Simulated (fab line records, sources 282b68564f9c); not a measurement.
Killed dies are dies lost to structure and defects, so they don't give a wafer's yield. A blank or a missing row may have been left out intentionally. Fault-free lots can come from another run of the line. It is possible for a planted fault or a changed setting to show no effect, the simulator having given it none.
What tool caused it? :: flow rit_cmos :: 14 lots with 42 wafers sampled at 2 steps, on a route of 202 steps

== WHAT THE GAUGES READ, wafer by wafer ==
RIT_NRETRO_TW_MEAS_10. Usual: NRETRO_TW typically reads 1040, with standard deviation 12.
lot: L976
measured: day 2 06:15
on: film_metro-03
NRETRO_TW: 1053 1053 1056
flag: 

lot: L977
measured: day 2 11:07
on: film_metro-03
NRETRO_TW: 1058 1061 1058
flag: 

lot: L978
measured: day 2 15:19
on: film_metro-03
NRETRO_TW: 1053 1055 1052
flag: 

lot: L980
measured: day 3 02:41
on: film_metro-03
NRETRO_TW: 1051 1049 1046
flag: 

lot: L982
measured: day 3 13:29
on: film_metro-03
NRETRO_TW: 1051 1053 1056
flag: 

lot: L983
measured: day 3 18:16
on: film_metro-01
NRETRO_TW: 1022 1024 1024
flag: 

lot: L985
measured: day 4 04:49
on: film_metro-02
NRETRO_TW: 1046 1047 1046
flag: 

lot: L986
measured: day 4 10:27
on: film_metro-02
NRETRO_TW: 1045 1050 1050
flag: 

lot: L987
measured: day 4 15:32
on: film_metro-01
NRETRO_TW: 1025 1026 1028
flag: 

lot: L988
measured: day 4 22:47
on: film_metro-01
NRETRO_TW: 1024 1032 1027
flag: 

lot: L993
measured: day 5 18:53
on: film_metro-01
NRETRO_TW: 1020 1018 1021
flag: 

lot: L994
measured: day 6 00:20
on: film_metro-01
NRETRO_TW: 1150 1152 1146 1150 1145 1153
flag: OFF

lot: L995
measured: day 6 05:08
on: film_metro-01
NRETRO_TW: 1153 1156 1149 1152 1152 1155
flag: OFF

lot: L999
measured: day 7 00:56
on: film_metro-01
NRETRO_TW: 1031 1036 1033
flag: 

== WHAT TOOL EACH LOT RAN ON (gives the tool, then ch and the chambers of the sampled wafers, and finally the start) ==
lot: L976
RIT_NRETRO_IMPLANT_08: implanter-02 ch 0, day 2 05:56

lot: L977
RIT_NRETRO_IMPLANT_08: implanter-02 ch 0, day 2 10:48

lot: L978
RIT_NRETRO_IMPLANT_08: implanter-03 ch 0, day 2 15:01

lot: L980
RIT_NRETRO_IMPLANT_08: implanter-04 ch 0, day 3 02:22

lot: L982
RIT_NRETRO_IMPLANT_08: implanter-04 ch 0, day 3 13:11

lot: L983
RIT_NRETRO_IMPLANT_08: implanter-04 ch 0, day 3 17:57

lot: L985
RIT_NRETRO_IMPLANT_08: implanter-03 ch 0, day 4 04:29

lot: L986
RIT_NRETRO_IMPLANT_08: implanter-02 ch 0, day 4 10:07

lot: L987
RIT_NRETRO_IMPLANT_08: implanter-02 ch 0, day 4 15:13

lot: L988
RIT_NRETRO_IMPLANT_08: implanter-04 ch 0, day 4 22:28

lot: L993
RIT_NRETRO_IMPLANT_08: implanter-03 ch 0, day 5 18:34

lot: L994
RIT_NRETRO_IMPLANT_08: implanter-04 ch 0, day 6 00:02

lot: L995
RIT_NRETRO_IMPLANT_08: implanter-04 ch 0, day 6 04:52

lot: L999
RIT_NRETRO_IMPLANT_08: implanter-02 ch 0, day 7 00:37
- RIT_NRETRO_IMPLANT_08

== WHAT THE TOOLS THEMSELVES READ (means of the sampled wafers that have a number; where no wafer has one, the mark that the record gives instead) ==
RIT_NRETRO_IMPLANT_08. Usual: dose_ions_cm2 9.996e+12, standard deviation 1e+10; end_station_pressure_torr 5.06e-06 Torr, standard deviation 2.9e-07; faraday_current_uA 31.6, standard deviation 0.56.
lot: L976
tool: implanter-02
dose_ions_cm2: 9.991e+12
end_station_pressure_torr (Torr): 4.75e-06
faraday_current_uA: 31.6
flag: 

lot: L977
tool: implanter-02
dose_ions_cm2: 9.997e+12
end_station_pressure_torr (Torr): 5.20e-06
faraday_current_uA: 31.5
flag: 

lot: L978
tool: implanter-03
dose_ions_cm2: 9.991e+12
end_station_pressure_torr (Torr): 5.27e-06
faraday_current_uA: 31.3
flag: 

lot: L980
tool: implanter-04
dose_ions_cm2: 1.000e+13
end_station_pressure_torr (Torr): 4.85e-06
faraday_current_uA: 31.2
flag: 

lot: L982
tool: implanter-04
dose_ions_cm2: 1.000e+13
end_station_pressure_torr (Torr): 5.20e-06
faraday_current_uA: 32.0
flag: 

lot: L983
tool: implanter-04
dose_ions_cm2: 1.000e+13
end_station_pressure_torr (Torr): 5.06e-06
faraday_current_uA: 31.6
flag: 

lot: L985
tool: implanter-03
dose_ions_cm2: 9.992e+12
end_station_pressure_torr (Torr): 5.11e-06
faraday_current_uA: 31.8
flag: 

lot: L986
tool: implanter-02
dose_ions_cm2: 9.980e+12
end_station_pressure_torr (Torr): 4.68e-06
faraday_current_uA: 31.6
flag: 

lot: L987
tool: implanter-02
dose_ions_cm2: 1.001e+13
end_station_pressure_torr (Torr): 5.00e-06
faraday_current_uA: 31.4
flag: 

lot: L988
tool: implanter-04
dose_ions_cm2: 9.988e+12
end_station_pressure_torr (Torr): 4.88e-06
faraday_current_uA: 31.1
flag: 

lot: L993
tool: implanter-03
dose_ions_cm2: 9.993e+12
end_station_pressure_torr (Torr): 4.89e-06
faraday_current_uA: 31.6
flag: 

lot: L994
tool: implanter-04
dose_ions_cm2: 1.414e+13
end_station_pressure_torr (Torr): 5.25e-06
faraday_current_uA: 44.9
flag: OFF

lot: L995
tool: implanter-04
dose_ions_cm2: 1.416e+13
end_station_pressure_torr (Torr): 5.28e-06
faraday_current_uA: 45.2
flag: OFF

lot: L999
tool: implanter-02
dose_ions_cm2: 1.000e+13
end_station_pressure_torr (Torr): 5.11e-06
faraday_current_uA: 31.5
flag: 

== THE ANSWER, worked out from the rows above alone ==
Rule: take the mean of a lot's wafers that have a number; if it is more than 3 standard deviations from the usual mean, the lot is off. A lot without any number at a reading at which 4 lots or more have one is off too. All remaining lots with rows at the step are treated as sound. First the gauges in route order, then the tools' own readings, where a lot's mean is used as printed above. At the first step where some lot is off, the reading lying furthest off is the one used; lots without a number count as furthest.
Off: L994, L995, seen at RIT_NRETRO_TW_MEAS_10 (NRETRO_TW).
A tool fits if, at a process step before that reading, it ran every lot that is off, and no sound lot after the first of them. Not tried: the gauges at RIT_NRETRO_TW_MEAS_10; whatever is off there is also off at RIT_NRETRO_IMPLANT_08, on other tools, and gauge error can't account for it. One candidate fits, namely implanter-04 at RIT_NRETRO_IMPLANT_08. Its last sound lot is L988 (day 4 22:28), its first lot that is off L994 (day 6 00:02): a fault that began between those two fits.
The tool's own readings at RIT_NRETRO_IMPLANT_08 bear it out: on the lots that are off they differ by more than 5 times the standard deviation of the sound lots' means. dose_ions_cm2 reads 1.415e+13 there against 9.995e+12 on the sound lots; faraday_current_uA reads 45.0 there against 31.5 on the sound lots.

== WHAT WAS PUT IN BY THE SIMULATOR ==
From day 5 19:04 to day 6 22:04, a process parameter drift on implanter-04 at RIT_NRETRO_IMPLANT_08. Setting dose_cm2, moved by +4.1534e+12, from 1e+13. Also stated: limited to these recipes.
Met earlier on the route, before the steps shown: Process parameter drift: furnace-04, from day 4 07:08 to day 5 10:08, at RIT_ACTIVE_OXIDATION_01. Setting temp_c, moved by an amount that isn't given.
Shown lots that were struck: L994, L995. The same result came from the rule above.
